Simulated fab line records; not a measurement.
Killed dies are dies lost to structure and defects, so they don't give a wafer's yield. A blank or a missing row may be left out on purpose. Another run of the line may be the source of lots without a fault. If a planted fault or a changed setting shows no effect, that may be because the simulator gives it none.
Which tool is to blame? / flow berkeley_cmos170 / Sampling: 14 lots, 42 wafers, 5 of 331 route steps

## WHAT EACH GAUGE READ, for each wafer
UCB170_PWELL_THK_MEAS_06.
lot=L895; measured=day 3 11:48; on=film_metro-02; PWELL_NITRIDE_THK (nm)=222.3 221.4 223.6
lot=L896; measured=day 3 23:28; on=film_metro-01; PWELL_NITRIDE_THK (nm)=220.2 217.9 216.8
lot=L898; measured=day 4 15:13; on=film_metro-01; PWELL_NITRIDE_THK (nm)=222.6 224.3 222.5
lot=L899; measured=day 4 15:17; on=film_metro-01; PWELL_NITRIDE_THK (nm)=221.0 223.1 223.0
lot=L903; measured=day 4 15:18; on=film_metro-02; PWELL_NITRIDE_THK (nm)=222.3 223.9 221.7
lot=L901; measured=day 4 21:19; on=film_metro-02; PWELL_NITRIDE_THK (nm)=221.2 220.2 221.0
lot=L904; measured=day 5 05:34; on=film_metro-02; PWELL_NITRIDE_THK (nm)=223.3 221.0 221.7
lot=L905; measured=day 5 05:34; on=film_metro-04; PWELL_NITRIDE_THK (nm)=218.7 219.0 217.4
lot=L909; measured=day 6 08:45; on=film_metro-04; PWELL_NITRIDE_THK (nm)=218.5 216.8 218.0
lot=L910; measured=day 6 08:46; on=film_metro-01; PWELL_NITRIDE_THK (nm)=216.9 218.7 216.1
lot=L912; measured=day 7 00:12; on=film_metro-02; PWELL_NITRIDE_THK (nm)=220.7 219.5 218.0
lot=L913; measured=day 7 00:13; on=film_metro-04; PWELL_NITRIDE_THK (nm)=223.9 223.5 224.2
lot=L916; measured=day 7 19:24; on=film_metro-04; PWELL_NITRIDE_THK (nm)=224.3 223.5 224.4
lot=L918; measured=day 8 02:13; on=film_metro-02; PWELL_NITRIDE_THK (nm)=222.1 221.5 221.2

UCB170_GATE_THK_MEAS_02.
lot=L895; measured=day 6 23:26; on=film_metro-03; GATE_OXIDE_THK (nm)=6.34 6.34 6.36
lot=L896; measured=day 7 15:31; on=film_metro-02; GATE_OXIDE_THK (nm)=6.53 6.59 6.58
lot=L898; measured=day 8 10:14; on=film_metro-03; GATE_OXIDE_THK (nm)=6.61 6.59 6.68
lot=L899; measured=day 8 10:13; on=film_metro-02; GATE_OXIDE_THK (nm)=6.53 6.46 6.41
lot=L903; measured=day 8 10:11; on=film_metro-03; GATE_OXIDE_THK (nm)=6.50 6.54 6.54
lot=L901; measured=day 8 10:08; on=film_metro-04; GATE_OXIDE_THK (nm)=6.58 6.49 6.44
lot=L904; measured=day 8 17:41; on=film_metro-03; GATE_OXIDE_THK (nm)=5.71 5.82 5.81
lot=L905; measured=day 8 17:41; on=film_metro-02; GATE_OXIDE_THK (nm)=5.76 5.81 5.88
lot=L909; measured=day 9 17:32; on=film_metro-02; GATE_OXIDE_THK (nm)=6.48 6.58 6.65
lot=L910; measured=day 9 17:37; on=film_metro-04; GATE_OXIDE_THK (nm)=6.68 6.61 6.56
lot=L912; measured=day 10 18:44; on=film_metro-02; GATE_OXIDE_THK (nm)=6.59 6.57 6.58
lot=L913; measured=day 10 18:46; on=film_metro-03; GATE_OXIDE_THK (nm)=6.66 6.46 6.56
lot=L916; measured=day 11 05:53; on=film_metro-02; GATE_OXIDE_THK (nm)=6.59 6.76 6.76
lot=L918; measured=day 11 13:22; on=film_metro-02; GATE_OXIDE_THK (nm)=6.64 6.58 6.64

UCB170_NLDD_CD_MEAS_06: the cd target is 1200 nm.
lot=L895; measured=day 7 12:16; on=cd_sem-02; cd_nm (nm)=1200.9 1202.5 1201.6
lot=L896; measured=day 8 04:53; on=cd_sem-02; cd_nm (nm)=1199.8 1200.1 1199.2
lot=L898; measured=day 9 00:48; on=cd_sem-02; cd_nm (nm)=1200.2 1201.2 1199.1
lot=L899; measured=day 9 00:33; on=cd_sem-01; cd_nm (nm)=1199.5 1199.7 1198.8
lot=L903; measured=day 9 01:19; on=cd_sem-02; cd_nm (nm)=1204.6 1204.7 1204.6
lot=L901; measured=day 9 00:27; on=cd_sem-02; cd_nm (nm)=1202.5 1204.6 1202.8
lot=L904; measured=day 9 05:25; on=cd_sem-01; cd_nm (nm)=1200.9 1201.1 1199.9
lot=L905; measured=day 9 04:55; on=cd_sem-02; cd_nm (nm)=1200.3 1200.7 1199.6
lot=L909; measured=day 10 07:56; on=cd_sem-01; cd_nm (nm)=1201.1 1200.5 1201.4
lot=L910; measured=day 10 08:12; on=cd_sem-02; cd_nm (nm)=1199.9 1199.2 1200.7
lot=L912; measured=day 11 04:44; on=cd_sem-01; cd_nm (nm)=1201.5 1202.5 1202.3
lot=L913; measured=day 11 06:00; on=cd_sem-01; cd_nm (nm)=1200.0 1198.8 1198.6
lot=L916; measured=day 11 18:59; on=cd_sem-01; cd_nm (nm)=1199.8 1197.5 1199.4
lot=L918; measured=day 12 04:27; on=cd_sem-01; cd_nm (nm)=1200.0 1200.1 1200.5

## WHAT TOOL EACH LOT RAN ON (gives the tool, then ch and the chambers of the sampled wafers, and finally the start)
lot=L895; UCB170_GATE_OXIDATION_01=furnace-02 ch 0, day 6 21:55; UCB170_PLDD_STRIP_10=plasma_asher-03 ch 0,1, day 7 10:47
lot=L896; UCB170_GATE_OXIDATION_01=furnace-02 ch 0, day 7 13:59; UCB170_PLDD_STRIP_10=plasma_asher-03 ch 0,1, day 8 03:34
lot=L898; UCB170_GATE_OXIDATION_01=furnace-02 ch 0, day 8 08:38; UCB170_PLDD_STRIP_10=plasma_asher-01 ch 0,1, day 8 22:52
lot=L899; UCB170_GATE_OXIDATION_01=furnace-02 ch 0, day 8 08:38; UCB170_PLDD_STRIP_10=plasma_asher-04 ch 0,1, day 8 22:36
lot=L903; UCB170_GATE_OXIDATION_01=furnace-02 ch 0, day 8 08:38; UCB170_PLDD_STRIP_10=plasma_asher-03 ch 0,1, day 8 23:23
lot=L901; UCB170_GATE_OXIDATION_01=furnace-02 ch 0, day 8 08:38; UCB170_PLDD_STRIP_10=plasma_asher-03 ch 0,1, day 8 22:32
lot=L904; UCB170_GATE_OXIDATION_01=furnace-02 ch 0, day 8 16:10; UCB170_PLDD_STRIP_10=plasma_asher-01 ch 1, day 9 04:07
lot=L905; UCB170_GATE_OXIDATION_01=furnace-02 ch 0, day 8 16:10; UCB170_PLDD_STRIP_10=plasma_asher-03 ch 0,1, day 9 03:45
lot=L909; UCB170_GATE_OXIDATION_01=furnace-01 ch 0, day 9 16:02; UCB170_PLDD_STRIP_10=plasma_asher-04 ch 0,1, day 10 06:22
lot=L910; UCB170_GATE_OXIDATION_01=furnace-01 ch 0, day 9 16:02; UCB170_PLDD_STRIP_10=plasma_asher-03 ch 0,1, day 10 06:40
lot=L912; UCB170_GATE_OXIDATION_01=furnace-04 ch 0, day 10 17:14; UCB170_PLDD_STRIP_10=plasma_asher-03 ch 0,1, day 11 02:21
lot=L913; UCB170_GATE_OXIDATION_01=furnace-04 ch 0, day 10 17:14; UCB170_PLDD_STRIP_10=plasma_asher-03 ch 0,1, day 11 03:08
lot=L916; UCB170_GATE_OXIDATION_01=furnace-01 ch 0, day 11 04:22; UCB170_PLDD_STRIP_10=plasma_asher-04 ch 0,1, day 11 17:40
lot=L918; UCB170_GATE_OXIDATION_01=furnace-01 ch 0, day 11 11:52; UCB170_PLDD_STRIP_10=plasma_asher-01 ch 0,1, day 12 02:24
- UCB170_GATE_OXIDATION_01: target thk 6.6 nm, ox time 1800 s.
- UCB170_PLDD_STRIP_10: strips in O2.

## WHAT THE TOOLS THEMSELVES READ (means of the sampled wafers that have a number; where no wafer has one, the mark that the record gives instead)
UCB170_GATE_OXIDATION_01.
lot=L895; tool=furnace-02; spike_tc_centre_C (C)=852.4; spike_tc_load_C (C)=870.8; spike_tc_source_C (C)=870.6; tube_center_temp_C (C)=850; tube_center_temp_C_max=852.2
lot=L896; tool=furnace-02; spike_tc_centre_C (C)=853.1; spike_tc_load_C (C)=872.1; spike_tc_source_C (C)=871.4; tube_center_temp_C (C)=850; tube_center_temp_C_max=852.1
lot=L898; tool=furnace-02; spike_tc_centre_C (C)=852.0; spike_tc_load_C (C)=872.4; spike_tc_source_C (C)=870.2; tube_center_temp_C (C)=850; tube_center_temp_C_max=852.0
lot=L899; tool=furnace-02; spike_tc_centre_C (C)=853.0; spike_tc_load_C (C)=871.3; spike_tc_source_C (C)=870.4; tube_center_temp_C (C)=850; tube_center_temp_C_max=852.2
lot=L903; tool=furnace-02; spike_tc_centre_C (C)=852.3; spike_tc_load_C (C)=872.3; spike_tc_source_C (C)=871.1; tube_center_temp_C (C)=850; tube_center_temp_C_max=852.1
lot=L901; tool=furnace-02; spike_tc_centre_C (C)=851.7; spike_tc_load_C (C)=872.3; spike_tc_source_C (C)=871.8; tube_center_temp_C (C)=850; tube_center_temp_C_max=852.1
lot=L904; tool=furnace-02; spike_tc_centre_C (C)=843.8; spike_tc_load_C (C)=862.3; spike_tc_source_C (C)=861.2; tube_center_temp_C (C)=841; tube_center_temp_C_max=843.4
lot=L905; tool=furnace-02; spike_tc_centre_C (C)=843.2; spike_tc_load_C (C)=863.2; spike_tc_source_C (C)=861.1; tube_center_temp_C (C)=841; tube_center_temp_C_max=843.1
lot=L909; tool=furnace-01; spike_tc_centre_C (C)=852.6; spike_tc_load_C (C)=877.0; spike_tc_source_C (C)=873.2; tube_center_temp_C (C)=850; tube_center_temp_C_max=852.0
lot=L910; tool=furnace-01; spike_tc_centre_C (C)=853.3; spike_tc_load_C (C)=876.3; spike_tc_source_C (C)=874.4; tube_center_temp_C (C)=850; tube_center_temp_C_max=852.1
lot=L912; tool=furnace-04; spike_tc_centre_C (C)=851.7; spike_tc_load_C (C)=871.3; spike_tc_source_C (C)=870.2; tube_center_temp_C (C)=850; tube_center_temp_C_max=851.9
lot=L913; tool=furnace-04; spike_tc_centre_C (C)=851.7; spike_tc_load_C (C)=871.8; spike_tc_source_C (C)=870.2; tube_center_temp_C (C)=850; tube_center_temp_C_max=852.1
lot=L916; tool=furnace-01; spike_tc_centre_C (C)=854.0; spike_tc_load_C (C)=876.5; spike_tc_source_C (C)=875.0; tube_center_temp_C (C)=850; tube_center_temp_C_max=852.1
lot=L918; tool=furnace-01; spike_tc_centre_C (C)=853.4; spike_tc_load_C (C)=875.9; spike_tc_source_C (C)=873.9; tube_center_temp_C (C)=850; tube_center_temp_C_max=852.4

UCB170_PLDD_STRIP_10.
lot=L895; tool=plasma_asher-03; drypump_motor_current_A (A)=5.5; oes_product_au (a.u.)=0.732; strip_time_to_endpoint_s (s)=21.68
lot=L896; tool=plasma_asher-03; drypump_motor_current_A (A)=5.5; oes_product_au (a.u.)=0.732; strip_time_to_endpoint_s (s)=21.61
lot=L898; tool=plasma_asher-01; drypump_motor_current_A (A)=5.7; oes_product_au (a.u.)=0.739; strip_time_to_endpoint_s (s)=21.50
lot=L899; tool=plasma_asher-04; drypump_motor_current_A (A)=6.4; oes_product_au (a.u.)=0.730; strip_time_to_endpoint_s (s)=21.57
lot=L903; tool=plasma_asher-03; drypump_motor_current_A (A)=5.5; oes_product_au (a.u.)=0.738; strip_time_to_endpoint_s (s)=21.45
lot=L901; tool=plasma_asher-03; drypump_motor_current_A (A)=5.5; oes_product_au (a.u.)=0.731; strip_time_to_endpoint_s (s)=21.64
lot=L904; tool=plasma_asher-01; drypump_motor_current_A (A)=5.4; oes_product_au (a.u.)=0.731; strip_time_to_endpoint_s (s)=21.71
lot=L905; tool=plasma_asher-03; drypump_motor_current_A (A)=5.5; oes_product_au (a.u.)=0.732; strip_time_to_endpoint_s (s)=21.55
lot=L909; tool=plasma_asher-04; drypump_motor_current_A (A)=6.3; oes_product_au (a.u.)=0.732; strip_time_to_endpoint_s (s)=21.65
lot=L910; tool=plasma_asher-03; drypump_motor_current_A (A)=5.5; oes_product_au (a.u.)=0.736; strip_time_to_endpoint_s (s)=21.69
lot=L912; tool=plasma_asher-03; drypump_motor_current_A (A)=5.4; oes_product_au (a.u.)=0.735; strip_time_to_endpoint_s (s)=21.59
lot=L913; tool=plasma_asher-03; drypump_motor_current_A (A)=5.5; oes_product_au (a.u.)=0.736; strip_time_to_endpoint_s (s)=21.65
lot=L916; tool=plasma_asher-04; drypump_motor_current_A (A)=6.3; oes_product_au (a.u.)=0.734; strip_time_to_endpoint_s (s)=21.61
lot=L918; tool=plasma_asher-01; drypump_motor_current_A (A)=6.1; oes_product_au (a.u.)=0.735; strip_time_to_endpoint_s (s)=21.59

## THE ANSWER, worked out from the rows above alone
Rule: what is usual is taken from the lots themselves. The widest of any qualifying gaps counts: lots, ordered by their means at a reading, are off when they make up no more than a third of the lots, leave a main group of 4 or more, and stand apart from it by 3 or more times the standard deviation of that group's means. A main group whose means are all the same, to the digits that the tables above print for the reading, isn't used. Also off: a lot with no number at a reading for which 4 or more lots have one. The other lots that the step has rows for count as sound. Order of review: gauges by route order, followed by the tools' own readings, for which a lot's mean as printed above is used. At the first step where some lot is off, the reading lying furthest off is the one used; lots without a number count as furthest.
Off: L904, L905, seen at UCB170_GATE_THK_MEAS_02 (GATE_OXIDE_THK). Mean 6.56 nm and standard deviation 0.087 in the main group.
A tool fits if, at a process step before that reading, it ran every lot that is off, and no sound lot after the first of them. The gauges at UCB170_GATE_THK_MEAS_02 aren't tried: what is off there is off at UCB170_GATE_OXIDATION_01 too, on other tools, and a gauge's error can't cause that. One fits: furnace-02 at UCB170_GATE_OXIDATION_01. Its last sound lot is L898 (day 8 08:38), its first lot that is off L904 (day 8 16:10): a fault that began between those two fits.
The tool's own readings at UCB170_GATE_OXIDATION_01 bear it out: on the lots that are off they differ by more than 5 times the standard deviation of the sound lots' means. spike_tc_centre_C reads 843.5 C there against 852.6 C on the sound lots; spike_tc_source_C reads 861.2 C there against 871.9 C on the sound lots; tube_center_temp_C reads 841 C there against 850 C on the sound lots; tube_center_temp_C_max reads 843.2 there against 852.1 on the sound lots.

## WHAT WAS PUT IN BY THE SIMULATOR
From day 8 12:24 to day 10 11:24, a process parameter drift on furnace-02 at UCB170_GATE_OXIDATION_01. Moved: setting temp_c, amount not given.
Struck lots among those shown: L904, L905. The rule given above showed the same thing.
